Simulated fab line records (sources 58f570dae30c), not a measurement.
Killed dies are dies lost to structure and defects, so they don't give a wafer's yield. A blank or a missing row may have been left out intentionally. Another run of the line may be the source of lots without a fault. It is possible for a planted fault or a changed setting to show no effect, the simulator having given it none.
Chamber matching + flow berkeley_cmos170 + rie_si-02 running UCB170_GATE_ETCH_15: 4 sister chambers
The step etches poly-Si in HBr/Cl2, stops on SiO2, time 56.3 s, target depth 278.2 nm. 4 wafers are shown with their chamber, then 10 later ones without.

WAFERS PAIRED WITH THEIR CHAMBERS
| wafer  | chamber | drypump_motor_current_A (A) |
|--------|---------|-----------------------------|
| L217.4 | 1       | 4.9                         |
| L217.5 | 2       | 5.5                         |
| L224.2 | 0       | 6.2                         |
| L224.3 | 3       | 6.4                         |

WAFERS WITHOUT THEIR CHAMBER
| wafer  | drypump_motor_current_A (A) |
|--------|-----------------------------|
| L224.4 | 4.9                         |
| L230.2 | 6.5                         |
| L230.3 | 4.9                         |
| L230.6 | 5.5                         |
| L231.2 | 6.2                         |
| L231.5 | 4.9                         |
| L231.6 | 6.2                         |
| L233.1 | 5.5                         |
| L233.3 | 4.9                         |
| L233.6 | 4.9                         |

EACH ONE'S CHAMBER
| wafer  | from the rows above | in truth |
|--------|---------------------|----------|
| L224.4 | 1                   | 1        |
| L230.2 | 3                   | 3        |
| L230.3 | 1                   | 1        |
| L230.6 | 2                   | 2        |
| L231.2 | 0                   | 0        |
| L231.5 | 1                   | 1        |
| L231.6 | 0                   | 0        |
| L233.1 | 2                   | 2        |
| L233.3 | 1                   | 1        |
| L233.6 | 1                   | 1        |
Correctly placed: 10 of 10. Number that these rows cannot place: 0. 0 placed wrongly.
How it was worked out, from the rows above alone: a wafer's distance from a chamber is the root of the sum, over the readings, of the square of ((its reading less the chamber's mean) divided by the reading's scatter). The wafer belongs to the nearest chamber; if the next one is less than 2 further off, it can't be placed. A chamber's mean is the mean of its shown wafers. The scatter (one wafer shown for each chamber): square how far every hidden wafer sits from the nearest shown wafer, average those squares and take the square root.
